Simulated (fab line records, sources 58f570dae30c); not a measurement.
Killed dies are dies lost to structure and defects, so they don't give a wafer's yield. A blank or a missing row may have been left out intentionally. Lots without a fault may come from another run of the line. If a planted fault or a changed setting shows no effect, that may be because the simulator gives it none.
fab line records    flow berkeleyCmos170    part 1 of 2: steps 1 to 29 of 39
record: lots: 5  wafers: 15  lastDay: 11
route steps=331 shown GATE@138 PLDD@145 NLDD@158 SPACER@171 PSD@175
lots untouched by any fault: they come from a run of this same line in which no faults occurred
startH: hours from the record's first day to the start of the lot's first wafer shown    waitH: hours since the lot's step before    " unchanged from the row above    L1.1+2: several wafers, shown together as one row    - value missing, or start not given    * or withheld: withheld    < > ~ a bound
route shown NAME@n: NAME is a module with steps in the file, n the number in the route of the first one    usual: the fault-free wafers' mean and standard deviation    same: alike in all rows    chamber/n: place in a boat    sites: the reading at each site    _std_site: how widely they spread, as a standard deviation    _edge_site: mean of outer sites minus mean of inner sites    radiusMm: for every site, how far away it sits from the centre of the wafer    mask NAME#n: copy n    behind: the most recent tool/chamber to have shaped the wafer    hold: why the lot went on hold/how many hours it stayed there/how the hold came to an end    device: the n, p or np transistor that did not switch    end of line: tests of these same wafers at the route's end    step lacking rows: just its recipe    killed: dies lost to structure and defects at the first sort, not the wafer's yield    map: a wafer's dies, marking killed ones x, the rest . and places with no die _
set.NAME: the setting the step ran with; set.NAME@STEP: the setting that earlier step ran with    model.NAME: the simulator's own value behind a step, which no gauge read
lots at selected steps of the route; one table per step, one row per wafer
services: the hour from which a tool's chamber was out of use, counted from the record's first day as startH (under 0 if before that day), plus the number of hours and why
== steps ==
step: UCB170_GATE_CD_MEAS_12
recipe: targetCdNm: 350
usual: cdNm: 349.9/1
lot.wafer  tool      chamber  startH  waitH  cdNm
L074.4     cdSem-02  -        101.79  -      350.4
L074.5     "         -        "       "      351.9
L074.6     "         -        "       "      350.0
L077.1     cdSem-01  -        134.06  -      349.4
L077.2     "         -        "       "      349.9
L077.3     "         -        "       "      350.6
L080.2     cdSem-02  -        137.83  -      348.0
L080.3     "         -        "       "      349.2
L080.5     "         -        "       "      349.0
L082.1     cdSem-01  -        169.22  -      349.7
L082.4     "         -        "       "      349.2
L082.6     "         -        "       "      349.1
L096.1     cdSem-02  -        228.49  -      350.5
L096.3     "         -        "       "      349.4
L096.4     "         -        "       "      351.2
step: UCB170_GATE_OVL_MEAS_13
usual: GATE_OVL: 5/5.8
lot.wafer  tool        chamber  startH  waitH  GATE_OVL[nm]
L074.4     overlay-01  -        101.87  0.1    1
L074.5     "           -        "       "      9
L074.6     "           -        "       "      7
L077.1     overlay-02  -        134.18  0.1    1
L077.2     "           -        "       "      1
L077.3     "           -        "       "      4
L080.2     overlay-02  -        137.93  0.1    7
L080.3     "           -        "       "      16
L080.5     "           -        "       "      18
L082.1     overlay-01  -        169.34  0.1    11
L082.4     "           -        "       "      18
L082.6     "           -        "       "      13
L096.1     overlay-02  -        228.61  0.1    11
L096.3     "           -        "       "      3
L096.4     "           -        "       "      -3
step: UCB170_GATE_ETCH_14
recipe: chemistry: N2/H2  targetDepthA: withheld  overetchA: withheld  target: BARC  timeS: withheld  sourceW: 500  biasW: 100  pressureMtorr: 30  n2FlowSccm: 100  h2FlowSccm: 200
usual: drypumpMotorCurrentA: 6.1/0.45  oesProductAu: 0.996/0.028  throttleValvePct: 13.39/0.16
lot.wafer  tool        chamber  startH  waitH  drypumpMotorCurrentA  oesProductAu  throttleValvePct
L074.4     rieDiel-03  0        101.89  0.0    6.7                   0.986         13.42
L074.5     "           1        "       "      5.8                   0.957         13.60
L074.6     "           2        "       "      6.6                   0.966         13.54
L077.1     rieDiel-03  2        134.22  0.0    6.6                   0.967         13.54
L077.2     "           3        "       "      5.7                   1.016         13.25
L077.3     "           0        "       "      6.7                   0.989         13.43
L080.2     rieDiel-04  2        137.96  0.0    6.1                   1.006         13.33
L080.3     "           1        "       "      6.1                   0.994         13.31
L080.5     "           0        "       "      6.1                   0.979         13.15
L082.1     rieDiel-03  0        169.37  0.0    6.7                   0.998         13.42
L082.4     "           2        "       "      6.6                   0.969         13.55
L082.6     "           3        "       "      5.7                   1.015         13.26
L096.1     rieDiel-01  2        228.65  0.0    5.1                   1.042         13.16
L096.3     "           1        "       "      6.0                   1.041         13.42
L096.4     "           2        "       "      5.1                   1.036         13.14
step: UCB170_GATE_ETCH_15
recipe: chemistry: HBr/Cl2  target: poly-Si  stopOn: SiO2  overEtchFrac: 0.3  icpW: 300  biasW: 150  timeS: 56.3  pressureMtorr: 15  HBr_flow_sccm: 150  Cl2_flow_sccm: 50  targetDepthA: 2782
usual: HBr_flow_sccm: 149.9/0.4  drypumpMotorCurrentA: 5.16/0.26  oesProductAu: 0.832/0.0097  throttleValvePct: 26.5/0.32
lot.wafer  tool      chamber  startH  waitH  HBr_flow_sccm  drypumpMotorCurrentA  oesProductAu  rfHoursCounterH  throttleValvePct
L074.4     rieSi-02  3        101.93  -      149.8          5.47                  0.831         43               26.8
L074.5     "         1        "       "      149.7          5.33                  0.828         -                26.0
L074.6     "         2        "       "      150.6          4.97                  0.820         -                26.8
L077.1     rieSi-01  0        134.26  -      150.7          5.31                  0.822         64               26.7
L077.2     "         2        "       "      150.1          4.97                  0.826         78               26.7
L077.3     "         1        "       "      150.0          5.51                  0.835         19               26.0
L080.2     rieSi-01  3        138.00  -      149.7          4.93                  0.819         27               26.5
L080.3     "         0        "       "      150.1          5.28                  0.823         64               26.7
L080.5     "         2        "       "      149.5          4.99                  0.834         -                26.6
L082.1     rieSi-01  1        169.41  -      149.1          5.47                  0.832         19               26.1
L082.4     "         0        "       "      149.5          5.27                  0.828         64               26.7
L082.6     "         3        "       "      149.8          4.93                  0.818         -                26.5
L096.1     rieSi-01  2        228.69  -      150.0          4.99                  0.841         78               26.6
L096.3     "         1        "       "      150.1          5.50                  0.831         19               26.1
L096.4     "         0        "       "      150.5          5.31                  0.820         64               26.7
step: UCB170_GATE_STRIP_16
recipe: chemistry: O2  powerW: 400  pressureMtorr: 3500  platenTempC: withheld  o2FlowSccm: 400  overashFraction: 0.5
usual: drypumpMotorCurrentA: 5.51/0.092  oesProductAu: 0.724/0.0042
same: overashFraction: 0.5
lot.wafer  tool            chamber  startH  waitH  drypumpMotorCurrentA  oesProductAu  rfHoursCounterH
L074.4     plasmaAsher-01  0        102.01  0.1    5.51                  0.728         -
L074.5     "               1        "       "      5.40                  0.719         -
L074.6     "               0        "       "      5.48                  0.717         -
L077.1     plasmaAsher-02  0        134.31  0.0    5.53                  0.725         37
L077.2     "               1        "       "      5.53                  0.720         37
L077.3     "               0        "       "      5.53                  0.726         -
L080.2     plasmaAsher-01  1        138.05  0.0    5.38                  0.721         45
L080.3     "               0        "       "      5.47                  0.720         -
L080.5     "               0        "       "      5.47                  0.731         -
L082.1     plasmaAsher-03  0        169.46  0.0    5.43                  0.720         6
L082.4     "               1        "       "      5.70                  0.731         -
L082.6     "               1        "       "      5.69                  0.720         -
L096.1     plasmaAsher-01  1        228.74  0.0    5.38                  0.724         51
L096.3     "               1        "       "      5.38                  0.729         -
L096.4     "               0        "       "      5.53                  0.716         -
step: UCB170_GATE_CD_MEAS_90
recipe: targetCdNm: 350
usual: cdNm: 349.8/1.3
lot.wafer  tool      chamber  startH  waitH  cdNm
L074.4     cdSem-02  -        102.14  0.1    349.9
L074.5     "         -        "       "      352.3
L074.6     "         -        "       "      348.3
L077.1     cdSem-01  -        134.41  0.1    348.7
L077.2     "         -        "       "      351.4
L077.3     "         -        "       "      351.0
L080.2     cdSem-01  -        138.17  0.1    347.1
L080.3     "         -        "       "      349.3
L080.5     "         -        "       "      349.2
L082.1     cdSem-01  -        169.56  0.1    349.6
L082.4     "         -        "       "      348.3
L082.6     "         -        "       "      350.5
L096.1     cdSem-01  -        228.84  0.1    350.7
L096.3     "         -        "       "      349.1
L096.4     "         -        "       "      350.9
step: UCB170_GATE_CLEAN_17
recipe: chemistry: SPM  tempC: 120  timeS: 600
lot.wafer   tool         chamber  startH  waitH
L074.4+5+6  wetBench-04  1        102.20  0.0
L077.1+2+3  wetBench-02  0        134.53  0.1
L080.2+3+5  wetBench-04  2        138.32  0.1
L082.1+4+6  wetBench-04  3        169.82  0.2
L096.1+3+4  wetBench-02  1        228.96  0.1
step: UCB170_PLDD_HMDS_00
recipe: primeTimeS: 60  primeTempC: 100
lot.wafer   tool           chamber  startH  waitH
L074.4+5+6  lithoTrack-03  0        102.64  0.1
L077.1+2+3  lithoTrack-03  0        134.70  0.0
L080.2+3+5  lithoTrack-02  0        138.52  0.0
L082.1+4+6  lithoTrack-03  0        170.11  0.1
L096.1+3+4  lithoTrack-03  0        229.15  0.0
step: UCB170_PLDD_COAT_01
recipe: resist: KrF  spinRpm: 1500  resistThkNm: 900
lot.wafer   tool           chamber  startH  waitH
L074.4+5+6  lithoTrack-03  0        102.79  0.1
L077.1+2+3  lithoTrack-03  0        134.85  0.1
L080.2+3+5  lithoTrack-02  0        138.67  0.1
L082.1+4+6  lithoTrack-03  0        170.26  0.1
L096.1+3+4  lithoTrack-03  0        229.30  0.1
step: UCB170_PLDD_SOFTBAKE_02
recipe: resist: KrF  tempC: 130  timeS: 60
usual: plateTempC: 129.99/0.14
lot.wafer  tool           chamber  startH  waitH  plateTempC
L074.4     lithoTrack-03  0        102.94  0.1    129.77
L074.5     "              0        "       "      129.73
L074.6     "              0        "       "      129.92
L077.1     lithoTrack-03  0        135.00  0.1    129.94
L077.2     "              0        "       "      129.71
L077.3     "              0        "       "      129.99
L080.2     lithoTrack-02  0        138.82  0.1    130.11
L080.3     "              0        "       "      130.22
L080.5     "              0        "       "      130.14
L082.1     lithoTrack-03  0        170.41  0.1    130.02
L082.4     "              0        "       "      130.15
L082.6     "              0        "       "      130.04
L096.1     lithoTrack-03  0        229.45  0.1    130.03
L096.3     "              0        "       "      129.91
L096.4     "              0        "       "      130.17
step: UCB170_PLDD_EXPOSE_03
recipe: maskId: PSELECT  na: 0.5  sigmaOuter: 0.6  sourceShape: conventional  targetCdNm: 1200  doseMj: 30
lot.wafer   tool           chamber  startH  waitH  mask
L074.4+5+6  krfScanner-02  0        103.20  0.2    PSELECT#0
L077.1+2+3  krfScanner-01  0        135.15  0.1    PSELECT#0
L080.2+3+5  krfScanner-01  0        138.97  0.1    PSELECT#0
L082.1+4+6  krfScanner-01  0        170.69  0.2    PSELECT#0
L096.1+3+4  krfScanner-02  0        229.72  0.2    PSELECT#0
step: UCB170_PLDD_PEB_04
recipe: pebTempC: 130  pebTimeS: withheld  resist: KrF
usual: plateTempC: 130.04/0.15
lot.wafer  tool           chamber  startH  waitH  plateTempC
L074.4     lithoTrack-03  0        103.99  0.8    130.36
L074.5     "              0        "       "      130.26
L074.6     "              0        "       "      130.07
L077.1     lithoTrack-04  0        135.27  0.1    130.30
L077.2     "              0        "       "      130.22
L077.3     "              0        "       "      130.31
L080.2     lithoTrack-03  0        139.09  0.1    130.20
L080.3     "              0        "       "      130.16
L080.5     "              0        "       "      130.04
L082.1     lithoTrack-02  0        171.00  0.3    129.98
L082.4     "              0        "       "      130.14
L082.6     "              0        "       "      130.07
L096.1     lithoTrack-03  0        229.84  0.1    130.04
L096.3     "              0        "       "      130.04
L096.4     "              0        "       "      130.14
step: UCB170_PLDD_DEVELOP_05
recipe: developer: TMAH  developTimeS: 45  resist: KrF  devTempC: 21
lot.wafer   tool           chamber  startH  waitH
L074.4+5+6  lithoTrack-03  0        -       -
L077.1+2+3  lithoTrack-04  0        -       -
L080.2+3+5  lithoTrack-03  0        -       -
L082.1+4+6  lithoTrack-02  0        -       -
L096.1+3+4  lithoTrack-03  0        -       -
step: UCB170_PLDD_CD_MEAS_06
recipe: targetCdNm: 1200
usual: cdNm: 1199.6/1.6
lot.wafer  tool      chamber  startH  waitH  cdNm
L074.4     cdSem-01  -        104.25  -      1197.7
L074.5     "         -        "       "      1198.0
L074.6     "         -        "       "      1197.9
L077.1     cdSem-02  -        135.55  -      1197.1
L077.2     "         -        "       "      1198.8
L077.3     "         -        "       "      1197.8
L080.2     cdSem-02  -        139.36  -      1201.3
L080.3     "         -        "       "      1201.2
L080.5     "         -        "       "      1202.3
L082.1     cdSem-01  -        171.28  -      1197.5
L082.4     "         -        "       "      1197.7
L082.6     "         -        "       "      1196.0
L096.1     cdSem-01  -        230.11  -      1200.4
L096.3     "         -        "       "      1198.7
L096.4     "         -        "       "      1199.2
step: UCB170_PLDD_OVL_MEAS_07
usual: PLDD_OVL: -1/6
lot.wafer  tool        chamber  startH  waitH  PLDD_OVL[nm]
L074.4     overlay-01  -        104.33  0.1    4
L074.5     "           -        "       "      1
L074.6     "           -        "       "      7
L077.1     overlay-02  -        135.67  0.1    -3
L077.2     "           -        "       "      -9
L077.3     "           -        "       "      -1
L080.2     overlay-01  -        139.46  0.1    0
L080.3     "           -        "       "      5
L080.5     "           -        "       "      6
L082.1     overlay-01  -        171.40  0.1    9
L082.4     "           -        "       "      -2
L082.6     "           -        "       "      1
L096.1     overlay-01  -        230.23  0.1    1
L096.3     "           -        "       "      0
L096.4     "           -        "       "      2
step: UCB170_PLDD_IMPLANT_08
recipe: species: BF2  doseCm2: 5e+13  energyKev: 10  tiltDeg: 7  rotationDeg: 0
usual: beamEnergyKeV: 10.000/0.0035
lot.wafer  tool          chamber  startH  waitH  beamEnergyKeV
L074.4     implanter-01  0        104.43  0.1    10.006
L074.5     "             0        "       "      10.006
L074.6     "             0        "       "      10.008
L077.1     implanter-03  0        135.70  0.0    9.998
L077.2     "             0        "       "      9.996
L077.3     "             0        "       "      10.001
L080.2     implanter-03  0        139.52  0.0    10.000
L080.3     "             0        "       "      9.997
L080.5     "             0        "       "      10.002
L082.1     implanter-01  0        171.43  0.0    10.006
L082.4     "             0        "       "      10.001
L082.6     "             0        "       "      10.003
L096.1     implanter-03  0        230.27  0.0    9.996
L096.3     "             0        "       "      9.991
L096.4     "             0        "       "      10.002
step: UCB170_PLDD_IMPLANT_09
recipe: species: BF2  doseCm2: 5e+13  energyKev: 10  tiltDeg: 7  rotationDeg: 180
usual: beamEnergyKeV: 10.000/0.003
lot.wafer  tool          chamber  startH  waitH  beamEnergyKeV
L074.4     implanter-01  0        104.58  0.1    10.001
L074.5     "             0        "       "      10.004
L074.6     "             0        "       "      10.002
L077.1     implanter-03  0        135.85  0.1    9.9957
L077.2     "             0        "       "      9.9982
L077.3     "             0        "       "      9.9985
L080.2     implanter-03  0        139.67  0.1    9.9927
L080.3     "             0        "       "      10.005
L080.5     "             0        "       "      10.001
L082.1     implanter-01  0        171.58  0.1    10.008
L082.4     "             0        "       "      10.004
L082.6     "             0        "       "      9.9994
L096.1     implanter-03  0        230.42  0.1    9.9981
L096.3     "             0        "       "      10.001
L096.4     "             0        "       "      9.9945
step: UCB170_PLDD_STRIP_10
recipe: chemistry: O2  powerW: 400  pressureMtorr: 3500  platenTempC: withheld  o2FlowSccm: 400  overashFraction: 0.5
usual: drypumpMotorCurrentA: 5.52/0.2  oesProductAu: 0.735/0.0042  stripTimeToEndpointS: 21.63/0.07
same: overashFraction: 0.5
lot.wafer  tool            chamber  startH  waitH  drypumpMotorCurrentA  oesProductAu  rfHoursCounterH  stripTimeToEndpointS
L074.4     plasmaAsher-01  1        104.68  0.1    5.37                  0.734         -                21.52
L074.5     "               1        "       "      5.41                  0.732         -                21.56
L074.6     "               0        "       "      5.48                  0.731         -                21.64
L077.1     plasmaAsher-04  0        136.00  0.1    6.03                  0.736         48               21.57
L077.2     "               1        "       "      5.24                  0.733         48               21.57
L077.3     "               1        "       "      5.22                  0.726         -                21.55
L080.2     plasmaAsher-01  1        139.79  0.1    5.41                  0.733         45               21.64
L080.3     "               1        "       "      5.38                  0.733         -                21.63
L080.5     "               0        "       "      5.46                  0.736         -                21.58
L082.1     plasmaAsher-02  0        171.73  0.1    5.56                  0.731         41               21.63
L082.4     "               0        "       "      5.58                  0.733         -                21.66
L082.6     "               1        "       "      5.54                  0.736         -                21.68
L096.1     plasmaAsher-01  1        230.57  0.1    5.40                  0.734         51               21.64
L096.3     "               0        "       "      5.51                  0.739         -                21.66
L096.4     "               1        "       "      5.39                  0.744         -                21.59
step: UCB170_PLDD_TW_MEAS_11
usual: PLDD_TW: 1007/11
lot.wafer  tool          chamber  startH  waitH  PLDD_TW
L074.4     filmMetro-01  -        104.78  0.1    988
L074.5     "             -        "       "      987
L074.6     "             -        "       "      989
L077.1     filmMetro-01  -        136.10  0.1    1001
L077.2     "             -        "       "      1001
L077.3     "             -        "       "      999
L080.2     filmMetro-01  -        139.90  0.1    998
L080.3     "             -        "       "      1003
L080.5     "             -        "       "      998
L082.1     filmMetro-01  -        171.83  0.1    999
L082.4     "             -        "       "      995
L082.6     "             -        "       "      997
L096.1     filmMetro-01  -        230.67  0.1    996
L096.3     "             -        "       "      999
L096.4     "             -        "       "      997
step: UCB170_PLDD_CLEAN_12
recipe: chemistry: SPM  tempC: 120  timeS: 600
lot.wafer   tool         chamber  startH  waitH
L074.4+5+6  wetBench-04  3        104.81  0.0
L077.1+2+3  wetBench-03  0        136.16  0.1
L080.2+3+5  wetBench-04  2        140.20  0.3
L082.1+4+6  wetBench-04  2        171.89  0.1
L096.1+3+4  wetBench-04  2        230.73  0.1
step: UCB170_NLDD_HMDS_00
recipe: primeTimeS: 60  primeTempC: 100
lot.wafer   tool           chamber  startH  waitH
L074.4+5+6  lithoTrack-01  0        105.88  0.9
L077.1+2+3  lithoTrack-01  0        136.34  0.0
L080.2+3+5  lithoTrack-04  0        140.56  0.2
L082.1+4+6  lithoTrack-01  0        172.14  0.1
L096.1+3+4  lithoTrack-01  0        230.91  0.0
step: UCB170_NLDD_COAT_01
recipe: resist: KrF  spinRpm: 1500  resistThkNm: 900
lot.wafer   tool           chamber  startH  waitH
L074.4+5+6  lithoTrack-01  0        106.03  0.1
L077.1+2+3  lithoTrack-01  0        136.49  0.1
L080.2+3+5  lithoTrack-04  0        140.71  0.1
L082.1+4+6  lithoTrack-01  0        172.29  0.1
L096.1+3+4  lithoTrack-01  0        231.06  0.1
step: UCB170_NLDD_SOFTBAKE_02
recipe: resist: KrF  tempC: 130  timeS: 60
usual: plateTempC: 129.95/0.14
lot.wafer  tool           chamber  startH  waitH  plateTempC
L074.4     lithoTrack-01  0        106.18  0.1    129.87
L074.5     "              0        "       "      130.06
L074.6     "              0        "       "      129.81
L077.1     lithoTrack-01  0        136.64  0.1    130.08
L077.2     "              0        "       "      130.20
L077.3     "              0        "       "      130.16
L080.2     lithoTrack-04  0        140.86  0.1    129.73
L080.3     "              0        "       "      129.80
L080.5     "              0        "       "      130.00
L082.1     lithoTrack-01  0        172.44  0.1    130.12
L082.4     "              0        "       "      130.09
L082.6     "              0        "       "      130.09
L096.1     lithoTrack-01  0        231.21  0.1    130.03
L096.3     "              0        "       "      130.05
L096.4     "              0        "       "      129.98
step: UCB170_NLDD_EXPOSE_03
recipe: maskId: NSELECT  na: 0.5  sigmaOuter: 0.6  sourceShape: conventional  targetCdNm: 1200  doseMj: 30
lot.wafer   tool           chamber  startH  waitH  mask
L074.4+5+6  krfScanner-02  0        106.36  0.1    NSELECT#0
L077.1+2+3  krfScanner-01  0        136.79  0.1    NSELECT#0
L080.2+3+5  krfScanner-02  0        141.13  0.2    NSELECT#0
L082.1+4+6  krfScanner-02  0        172.59  0.1    NSELECT#0
L096.1+3+4  krfScanner-01  0        231.55  0.3    NSELECT#0
step: UCB170_NLDD_PEB_04
recipe: pebTempC: 130  pebTimeS: withheld  resist: KrF
usual: plateTempC: 130.00/0.13
lot.wafer  tool           chamber  startH  waitH  plateTempC
L074.4     lithoTrack-02  0        107.10  0.7    129.78
L074.5     "              0        "       "      129.80
L074.6     "              0        "       "      129.99
L077.1     lithoTrack-02  0        137.26  0.4    129.96
L077.2     "              0        "       "      129.86
L077.3     "              0        "       "      129.89
L080.2     lithoTrack-01  0        141.34  0.2    129.60
L080.3     "              0        "       "      129.78
L080.5     "              0        "       "      129.75
L082.1     lithoTrack-04  0        172.70  0.1    130.20
L082.4     "              0        "       "      129.95
L082.6     "              0        "       "      130.04
L096.1     lithoTrack-04  0        231.67  0.1    130.01
L096.3     "              0        "       "      130.03
L096.4     "              0        "       "      130.03
step: UCB170_NLDD_DEVELOP_05
recipe: developer: TMAH  developTimeS: 45  resist: KrF  devTempC: 21
lot.wafer   tool           chamber  startH  waitH
L074.4+5+6  lithoTrack-02  0        -       -
L077.1+2+3  lithoTrack-02  0        -       -
L080.2+3+5  lithoTrack-01  0        -       -
L082.1+4+6  lithoTrack-04  0        -       -
L096.1+3+4  lithoTrack-04  0        -       -
step: UCB170_NLDD_CD_MEAS_06
recipe: targetCdNm: 1200
usual: cdNm: 1200.1/1.4
lot.wafer  tool      chamber  startH  waitH  cdNm
L074.4     cdSem-02  -        107.36  -      1201.4
L074.5     "         -        "       "      1200.6
L074.6     "         -        "       "      1199.8
L077.1     cdSem-02  -        137.53  -      1198.2
L077.2     "         -        "       "      1198.3
L077.3     "         -        "       "      1199.0
L080.2     cdSem-01  -        141.61  -      1199.9
L080.3     "         -        "       "      1200.5
L080.5     "         -        "       "      1202.1
L082.1     cdSem-02  -        172.98  -      1201.5
L082.4     "         -        "       "      1201.0
L082.6     "         -        "       "      1201.6
L096.1     cdSem-01  -        231.94  -      1201.2
L096.3     "         -        "       "      1200.3
L096.4     "         -        "       "      1198.3
step: UCB170_NLDD_OVL_MEAS_07
usual: NLDD_OVL: 2/5.4
lot.wafer  tool        chamber  startH  waitH  NLDD_OVL[nm]
L074.4     overlay-02  -        107.44  0.1    7
L074.5     "           -        "       "      3
L074.6     "           -        "       "      1
L077.1     overlay-02  -        137.65  0.1    -2
L077.2     "           -        "       "      3
L077.3     "           -        "       "      0
L080.2     overlay-02  -        141.71  0.1    0
L080.3     "           -        "       "      -8
L080.5     "           -        "       "      -6
L082.1     overlay-01  -        173.10  0.1    2
L082.4     "           -        "       "      10
L082.6     "           -        "       "      8
L096.1     overlay-02  -        232.06  0.1    -5
L096.3     "           -        "       "      -7
L096.4     "           -        "       "      3
step: UCB170_NLDD_IMPLANT_08
recipe: species: As  doseCm2: 5e+13  energyKev: 30  tiltDeg: 7  rotationDeg: 0
usual: beamEnergyKeV: 30.002/0.009
lot.wafer  tool          chamber  startH  waitH  beamEnergyKeV
L074.4     implanter-03  0        107.53  0.1    30.002
L074.5     "             0        "       "      30.008
L074.6     "             0        "       "      29.988
L077.1     implanter-02  0        137.69  0.0    29.995
L077.2     "             0        "       "      30.001
L077.3     "             0        "       "      29.993
L080.2     implanter-02  0        141.77  0.0    30.005
L080.3     "             0        "       "      30.003
L080.5     "             0        "       "      30.004
L082.1     implanter-01  0        173.14  0.0    29.998
L082.4     "             0        "       "      30.003
L082.6     "             0        "       "      30.000
L096.1     implanter-02  0        232.10  0.0    30.003
L096.3     "             0        "       "      30.000
L096.4     "             0        "       "      30.004
